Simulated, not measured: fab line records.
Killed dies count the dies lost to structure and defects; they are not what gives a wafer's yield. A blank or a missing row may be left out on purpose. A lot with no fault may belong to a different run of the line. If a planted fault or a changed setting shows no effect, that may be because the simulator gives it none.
fab line records || flow rit_cmos
record: {"lots": 14, "wafers": 42, "last_day": 7}
route steps=202 shown NLDD@106
lots that met no fault: from a run of the same line without faults
start_h: hours from the record's opening day to when the first of the lot's shown wafers began || wait_h: hours from the lot's prior step to this one || " same as the row above || L1.1+2: a row that stands for several wafers || - no value, or no start given || * or withheld: withheld || < > ~ a bound
route shown NAME@n: a module of which the file shows steps, and the number in the route of the first || usual: mean/standard deviation taken from wafers without a fault || same: alike in all rows || chamber/n: place in a boat || sites: readings site by site || _std_site: the values' standard deviation || _edge_site: the outer-site mean with the inner-site mean subtracted || radius_mm: for every site, how far away it sits from the centre of the wafer || mask NAME#n: copy n || behind: tool/chamber where the wafer was last shaped || hold: why the lot was held/for how many hours/how that ended || device: which transistor (n, p or np) failed to switch || end of line: the tests these same wafers got at the end of their route || where a step has no rows: the recipe by itself || killed: dies lost to structure and defects at the first sort, not the wafer's yield || map: a wafer's dies, marking killed ones x, the rest . and places with no die _
set.NAME: the setting as run; set.NAME@STEP: as run at that earlier step || model.NAME: the simulator's own value behind a step, which no gauge read
one table for each step of the route and one row for each wafer, over a sample of lots
services: when a tool's chamber went out of use (start_h, in hours from the record's first day, below 0 if earlier), for how many hours, and the reason
== steps ==
step: RIT_NLDD_EXPOSE_03
recipe: {"mask_id": "M7", "na": 0.57, "target_cd_nm": 40700, "dose_mj": 250}
usual: {"exposure_dose_mJ_cm2": "249.93/0.24", "focus_offset_nm": "-0.1/0.46"}
{"lot.wafer": "L196.2", "tool": "iline_stepper-02", "chamber": 0, "start_h": 51.72, "wait_h": 0.1, "mask": "M7#0", "exposure_dose_mJ_cm2": 250.21, "focus_offset_nm": -1.0}
{"lot.wafer": "L196.5", "tool": "iline_stepper-02", "chamber": 0, "start_h": 51.72, "wait_h": 0.1, "mask": "M7#0", "exposure_dose_mJ_cm2": 250.13, "focus_offset_nm": -0.1}
{"lot.wafer": "L196.6", "tool": "iline_stepper-02", "chamber": 0, "start_h": 51.72, "wait_h": 0.1, "mask": "M7#0", "exposure_dose_mJ_cm2": 249.98, "focus_offset_nm": 0.0}
{"lot.wafer": "L197.1", "tool": "iline_stepper-02", "chamber": 0, "start_h": 54.88, "wait_h": 0.1, "mask": "M7#0", "exposure_dose_mJ_cm2": 249.99, "focus_offset_nm": -0.9}
{"lot.wafer": "L197.4", "tool": "iline_stepper-02", "chamber": 0, "start_h": 54.88, "wait_h": 0.1, "mask": "M7#0", "exposure_dose_mJ_cm2": 250.14, "focus_offset_nm": -0.6}
{"lot.wafer": "L197.6", "tool": "iline_stepper-02", "chamber": 0, "start_h": 54.88, "wait_h": 0.1, "mask": "M7#0", "exposure_dose_mJ_cm2": 250.29, "focus_offset_nm": -0.4}
{"lot.wafer": "L198.1", "tool": "iline_stepper-02", "chamber": 0, "start_h": 61.11, "wait_h": 0.1, "mask": "M7#0", "exposure_dose_mJ_cm2": 250.14, "focus_offset_nm": -0.5}
{"lot.wafer": "L198.4", "tool": "iline_stepper-02", "chamber": 0, "start_h": 61.11, "wait_h": 0.1, "mask": "M7#0", "exposure_dose_mJ_cm2": 249.87, "focus_offset_nm": 0.5}
{"lot.wafer": "L198.6", "tool": "iline_stepper-02", "chamber": 0, "start_h": 61.11, "wait_h": 0.1, "mask": "M7#0", "exposure_dose_mJ_cm2": 250.20, "focus_offset_nm": 0.0}
{"lot.wafer": "L200.3", "tool": "iline_stepper-02", "chamber": 0, "start_h": 71.29, "wait_h": 0.1, "mask": "M7#0", "exposure_dose_mJ_cm2": 250.00, "focus_offset_nm": 0.1}
{"lot.wafer": "L200.4", "tool": "iline_stepper-02", "chamber": 0, "start_h": 71.29, "wait_h": 0.1, "mask": "M7#0", "exposure_dose_mJ_cm2": 250.12, "focus_offset_nm": 0.6}
{"lot.wafer": "L200.6", "tool": "iline_stepper-02", "chamber": 0, "start_h": 71.29, "wait_h": 0.1, "mask": "M7#0", "exposure_dose_mJ_cm2": 250.17, "focus_offset_nm": -0.3}
{"lot.wafer": "L201.2", "tool": "iline_stepper-02", "chamber": "-", "start_h": 75.52, "wait_h": 0.1, "mask": "M7#0", "exposure_dose_mJ_cm2": "-", "focus_offset_nm": "-"}
{"lot.wafer": "L201.5", "tool": "iline_stepper-02", "chamber": "-", "start_h": 75.52, "wait_h": 0.1, "mask": "M7#0", "exposure_dose_mJ_cm2": "-", "focus_offset_nm": "-"}
{"lot.wafer": "L201.6", "tool": "iline_stepper-02", "chamber": "-", "start_h": 75.52, "wait_h": 0.1, "mask": "M7#0", "exposure_dose_mJ_cm2": "-", "focus_offset_nm": "-"}
{"lot.wafer": "L202.1", "tool": "iline_stepper-01", "chamber": "-", "start_h": 81.47, "wait_h": 0.2, "mask": "M7#0", "exposure_dose_mJ_cm2": "-", "focus_offset_nm": "-"}
{"lot.wafer": "L202.3", "tool": "iline_stepper-01", "chamber": "-", "start_h": 81.47, "wait_h": 0.2, "mask": "M7#0", "exposure_dose_mJ_cm2": "-", "focus_offset_nm": "-"}
{"lot.wafer": "L202.4", "tool": "iline_stepper-01", "chamber": "-", "start_h": 81.47, "wait_h": 0.2, "mask": "M7#0", "exposure_dose_mJ_cm2": "-", "focus_offset_nm": "-"}
{"lot.wafer": "L209.1", "tool": "iline_stepper-01", "chamber": 0, "start_h": 115.13, "wait_h": 0.1, "mask": "M7#0", "exposure_dose_mJ_cm2": 250.38, "focus_offset_nm": -0.4}
{"lot.wafer": "L209.2", "tool": "iline_stepper-01", "chamber": 0, "start_h": 115.13, "wait_h": 0.1, "mask": "M7#0", "exposure_dose_mJ_cm2": 250.18, "focus_offset_nm": 0.1}
{"lot.wafer": "L209.3", "tool": "iline_stepper-01", "chamber": 0, "start_h": 115.13, "wait_h": 0.1, "mask": "M7#0", "exposure_dose_mJ_cm2": 250.22, "focus_offset_nm": -0.1}
{"lot.wafer": "L210.2", "tool": "iline_stepper-01", "chamber": 0, "start_h": 120.57, "wait_h": 0.1, "mask": "M7#0", "exposure_dose_mJ_cm2": 249.85, "focus_offset_nm": 0.1}
{"lot.wafer": "L210.3", "tool": "iline_stepper-01", "chamber": 0, "start_h": 120.57, "wait_h": 0.1, "mask": "M7#0", "exposure_dose_mJ_cm2": 250.11, "focus_offset_nm": -0.3}
{"lot.wafer": "L210.4", "tool": "iline_stepper-01", "chamber": 0, "start_h": 120.57, "wait_h": 0.1, "mask": "M7#0", "exposure_dose_mJ_cm2": 249.95, "focus_offset_nm": 0.4}
{"lot.wafer": "L211.2", "tool": "iline_stepper-01", "chamber": 0, "start_h": 128.00, "wait_h": 0.1, "mask": "M7#0", "exposure_dose_mJ_cm2": 250.00, "focus_offset_nm": 0.2}
{"lot.wafer": "L211.4", "tool": "iline_stepper-01", "chamber": 0, "start_h": 128.00, "wait_h": 0.1, "mask": "M7#0", "exposure_dose_mJ_cm2": 249.73, "focus_offset_nm": -0.1}
{"lot.wafer": "L211.6", "tool": "iline_stepper-01", "chamber": 0, "start_h": 128.00, "wait_h": 0.1, "mask": "M7#0", "exposure_dose_mJ_cm2": 249.63, "focus_offset_nm": -0.4}
{"lot.wafer": "L212.3", "tool": "iline_stepper-01", "chamber": 0, "start_h": 132.38, "wait_h": 0.1, "mask": "M7#0", "exposure_dose_mJ_cm2": 249.85, "focus_offset_nm": -0.2}
{"lot.wafer": "L212.4", "tool": "iline_stepper-01", "chamber": 0, "start_h": 132.38, "wait_h": 0.1, "mask": "M7#0", "exposure_dose_mJ_cm2": 250.01, "focus_offset_nm": 0.0}
{"lot.wafer": "L212.5", "tool": "iline_stepper-01", "chamber": 0, "start_h": 132.38, "wait_h": 0.1, "mask": "M7#0", "exposure_dose_mJ_cm2": 250.05, "focus_offset_nm": 0.5}
{"lot.wafer": "L213.3", "tool": "iline_stepper-01", "chamber": 0, "start_h": 135.39, "wait_h": 0.1, "mask": "M7#0", "exposure_dose_mJ_cm2": 249.30, "focus_offset_nm": 0.1}
{"lot.wafer": "L213.5", "tool": "iline_stepper-01", "chamber": 0, "start_h": 135.39, "wait_h": 0.1, "mask": "M7#0", "exposure_dose_mJ_cm2": 249.77, "focus_offset_nm": -0.3}
{"lot.wafer": "L213.6", "tool": "iline_stepper-01", "chamber": 0, "start_h": 135.39, "wait_h": 0.1, "mask": "M7#0", "exposure_dose_mJ_cm2": 249.40, "focus_offset_nm": -0.2}
{"lot.wafer": "L215.1", "tool": "iline_stepper-02", "chamber": 0, "start_h": 145.29, "wait_h": 0.1, "mask": "M7#0", "exposure_dose_mJ_cm2": 249.68, "focus_offset_nm": -0.2}
{"lot.wafer": "L215.3", "tool": "iline_stepper-02", "chamber": 0, "start_h": 145.29, "wait_h": 0.1, "mask": "M7#0", "exposure_dose_mJ_cm2": 249.72, "focus_offset_nm": 0.6}
{"lot.wafer": "L215.6", "tool": "iline_stepper-02", "chamber": 0, "start_h": 145.29, "wait_h": 0.1, "mask": "M7#0", "exposure_dose_mJ_cm2": 249.37, "focus_offset_nm": 0.7}
{"lot.wafer": "L216.1", "tool": "iline_stepper-02", "chamber": 0, "start_h": 151.26, "wait_h": 0.1, "mask": "M7#0", "exposure_dose_mJ_cm2": 250.17, "focus_offset_nm": -0.5}
{"lot.wafer": "L216.2", "tool": "iline_stepper-02", "chamber": 0, "start_h": 151.26, "wait_h": 0.1, "mask": "M7#0", "exposure_dose_mJ_cm2": 250.24, "focus_offset_nm": -0.9}
{"lot.wafer": "L216.4", "tool": "iline_stepper-02", "chamber": 0, "start_h": 151.26, "wait_h": 0.1, "mask": "M7#0", "exposure_dose_mJ_cm2": 250.13, "focus_offset_nm": -0.4}
{"lot.wafer": "L217.1", "tool": "iline_stepper-01", "chamber": 0, "start_h": 157.57, "wait_h": 0.2, "mask": "M7#0", "exposure_dose_mJ_cm2": 250.25, "focus_offset_nm": 0.3}
{"lot.wafer": "L217.2", "tool": "iline_stepper-01", "chamber": 0, "start_h": 157.57, "wait_h": 0.2, "mask": "M7#0", "exposure_dose_mJ_cm2": 249.89, "focus_offset_nm": -0.6}
{"lot.wafer": "L217.4", "tool": "iline_stepper-01", "chamber": 0, "start_h": 157.57, "wait_h": 0.2, "mask": "M7#0", "exposure_dose_mJ_cm2": 250.29, "focus_offset_nm": -0.5}
== services ==
{"tool": "iline_stepper-01", "chamber": 0, "start_h": 37.47, "hours": "-", "kind": "calibration"}
{"tool": "iline_stepper-02", "chamber": 0, "start_h": 94.44, "hours": "-", "kind": "calibration"}
== key ==
first_sign: {"step": "RIT_NLDD_EXPOSE_03", "reading": "tool_record", "direction": "missing"}
effect none on later readings
met_at RIT_NLDD_EXPOSE_03
struck_lots L201,L202
sort_left_out L201.2,L201.5,L201.6,L202.1,L202.3,L202.4
tester_left_out L201,L202
onset_between 71.29 75.52
fault: {"kind": "skipped_step_whole", "tool": "iline_stepper-01,iline_stepper-02", "chamber": "-", "onset_h": 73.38, "steps": "RIT_NLDD_EXPOSE_03", "scope": "struck_lots_only"}
tester_left_out: of these lots the tester's yield and bins aren't shown, on N5 and GAA mostly nor the transistor test; their killed dies are dies lost to structure and defects alone, not to doping, threshold or leakage, so they don't give the yield
sort_left_out: the simulated sort isn't trusted on such a fault, so these wafers' sort isn't shown, and their yield isn't known
